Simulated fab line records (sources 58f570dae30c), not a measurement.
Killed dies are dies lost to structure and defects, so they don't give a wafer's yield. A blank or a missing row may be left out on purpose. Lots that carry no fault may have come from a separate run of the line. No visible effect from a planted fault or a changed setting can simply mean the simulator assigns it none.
Split-lot experiment | flow berkeleyCmos170 | route with 331 steps; 5 lots, 23 wafers read

## ABOUT THE SPLIT
At UCB170_PLDD_PEB_04, the setting pebTempC was moved away from the recipe's 130 C on 10 of the 23 wafers read, by -1.4% to +2.2%. All remaining wafers had this setting at the recipe value.

## FROM THE SPLIT ON TO THE READING: in between, the file shows 1 step
- UCB170_PLDD_DEVELOP_05: develop time 45 s

## THE READING
cdNm (nm) at UCB170_PLDD_CD_MEAS_06, where the cd target is 1200 nm. A value of 1199.1 nm with a standard deviation of 1.2 nm is what fault-free wafers of this fab line usually give.

wafer  | tool, chamber at the split | pebTempC as run, C | against the recipe | cdNm, nm | against lot-mates on the recipe
L079.2 | lithoTrack-04, 0           | 130                | recipe             | 1200.7   | -
L079.3 | lithoTrack-04, 0           | 130                | recipe             | 1199.5   | -
L079.6 | lithoTrack-04, 0           | 130                | recipe             | 1197.7   | -
L080.2 | lithoTrack-04, 0           | 132.8              | +2.2%              | 1215.9   | +16.1
L080.3 | lithoTrack-04, 0           | 132.8              | +2.2%              | 1218.9   | +19.1
L080.4 | lithoTrack-04, 0           | 130                | recipe             | 1199.8   | -
L080.5 | lithoTrack-04, 0           | 130                | recipe             | 1199.9   | -
L080.6 | lithoTrack-04, 0           | 132.8              | +2.2%              | 1215.9   | +16.1
L084.1 | lithoTrack-02, 0           | 130                | recipe             | 1199.7   | -
L084.2 | lithoTrack-02, 0           | 131.2              | +0.9%              | 1205.8   | +6.1
L084.3 | lithoTrack-02, 0           | 131.2              | +0.9%              | 1207.0   | +7.3
L084.4 | lithoTrack-02, 0           | 130                | recipe             | 1199.8   | -
L084.6 | lithoTrack-02, 0           | 130                | recipe             | 1199.5   | -
L083.1 | lithoTrack-02, 0           | 130                | recipe             | 1201.5   | -
L083.2 | lithoTrack-02, 0           | 128.2              | -1.4%              | 1186.4   | -14.8
L083.4 | lithoTrack-02, 0           | 130                | recipe             | 1201.1   | -
L083.5 | lithoTrack-02, 0           | 128.2              | -1.4%              | 1187.5   | -13.7
L083.6 | lithoTrack-02, 0           | 130                | recipe             | 1201.1   | -
L085.1 | lithoTrack-01, 0           | 130                | recipe             | 1198.1   | -
L085.3 | lithoTrack-01, 0           | 131.9              | +1.5%              | 1208.9   | +11.2
L085.4 | lithoTrack-01, 0           | 131.9              | +1.5%              | 1209.1   | +11.3
L085.5 | lithoTrack-01, 0           | 131.9              | +1.5%              | 1209.8   | +12.0
L085.6 | lithoTrack-01, 0           | 130                | recipe             | 1197.4   | -

FIT RESULTS
A straight line over all 23 wafers: cdNm changes by +7.94 nm for each +1% of pebTempC; r = +0.98; the points scatter about the line by 1.4 nm.
The same after taking each lot's own level away (the mean of its wafers on the recipe; 23 wafers): +8.44 nm for each +1%; r = +0.99; scatter 1.1 nm.
According to that fit, moving pebTempC by its largest amount changes the reading by 18 nm.
Measured against the standard deviation above, the lots' own levels, which go from 1197.75 to 1201.23 nm, span 2.9 times it.
So the lot-to-lot level changes the slope little: the two slopes agree.
Check: for one of the wafers moved furthest among these (+2.2%), held out of the fit, the line's prediction against its lot-mates is +18 nm. Against them it came out at +16.1 nm.

## OTHER SPLITS ON THESE WAFERS
Note: prior to the reading, these wafers also went through further splits. Each is held against what the fit with the lots' levels taken away leaves over:
other split on the same wafers      | wafers away from the commonest value | r with cdNm (lot level and that fit taken away)
UCB170_NWELL_CVD_04 sih2cl2FlowSccm | 10                                   | -0.17
UCB170_NWELL_COAT_07 resistThkNm    | 4                                    | +0.00
UCB170_NWELL_ETCH_13 rfW            | 8                                    | +0.22
UCB170_ACTIVE_CVD_05 nh3FlowSccm    | 18                                   | -0.14
UCB170_PFIELD_COAT_01 resistThkNm   | 7                                    | +0.01
UCB170_PFIELD_IMPLANT_07 energyKev  | 11                                   | +0.12

## FILE'S OWN FIT
cdNm changes by +8.33 nm for each +1% of pebTempC, r = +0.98.
